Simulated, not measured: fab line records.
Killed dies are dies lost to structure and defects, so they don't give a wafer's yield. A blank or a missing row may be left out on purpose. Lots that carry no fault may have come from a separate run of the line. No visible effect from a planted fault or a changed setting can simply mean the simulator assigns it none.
One fault through the eyes of 2 desks    flow berkeleyCmos170    numbers are kept per desk, each desk with only its own; the story behind them comes last

## DESK OF THE TOOL OWNER: plasmaAsher-03
The tool's own readings at UCB170_NLDD_STRIP_10 (strips in O2): means of the sampled wafers that have a number, for each lot that ran on this tool. Marked OUT: a lot whose mean sits more than 4 standard deviations from the usual mean, which makes it out of limits; the brackets give that distance.
Columns: A = drypumpMotorCurrentA at UCB170_NLDD_STRIP_10, usual 5.8 A; B = o2FlowSccm at UCB170_NLDD_STRIP_10, usual 399.9 sccm; C = oesProductAu at UCB170_NLDD_STRIP_10, usual 0.735 a.u.; D = stripTimeToEndpointS at UCB170_NLDD_STRIP_10, usual 21.60 s
lot   first seen here  A    B      C      D
L539  day 6 12:29      5.2  398.7  0.736  21.71
L541  day 7 00:30      5.3  399.6  0.736  21.70
L545  day 7 19:56      5.3  400.4  0.734  21.63
L548  day 8 06:26      5.2  400.5  0.737  21.61
L547  day 8 06:59      5.3  399.9  0.734  21.60
L549  day 8 07:16      5.3  400.2  0.734  21.60
This desk's verdict: no lot among the 6 shows anything out of limits.

## THE METROLOGY DESK
What the gauges read, lot by lot, whatever tool the lot ran on: means of the sampled wafers that have a number. Marked OUT: a lot whose mean sits more than 4 standard deviations from the usual mean, which makes it out of limits; the brackets give that distance.
Columns: A = V2_OVL at UCB170_V2_OVL_MEAS_13, usual -1 nm; B = cdNm at UCB170_M3_CD_MEAS_15, usual 699.4 nm
lot   first seen here  A   B
L538  day 7 10:41      -3  699.2
L539  day 7 18:26      -1  701.1
L541  day 8 11:10      -3  698.7
L542  day 8 11:44      4   701.4
L540  day 8 12:27      -6  698.5
L543  day 8 12:43      -2  698.6
L544  day 9 04:23      -7  699.5
L545  day 9 04:42      -0  697.3
L547  day 9 11:47      10  699.3
L548  day 9 12:43      -0  699.0
L546  day 9 16:20      0   698.6
L549  day 9 16:25      -2  698.5
L560  day 12 08:16     4   698.0
L561  day 12 08:59     -5  699.3
This desk's verdict: no lot among the 14 shows anything out of limits.

## TAKEN TOGETHER
The tool owner's desk saw nothing out of limits.
Nothing out of limits was seen by the metrology desk.

## WHAT THE SIMULATOR HAD INSERTED
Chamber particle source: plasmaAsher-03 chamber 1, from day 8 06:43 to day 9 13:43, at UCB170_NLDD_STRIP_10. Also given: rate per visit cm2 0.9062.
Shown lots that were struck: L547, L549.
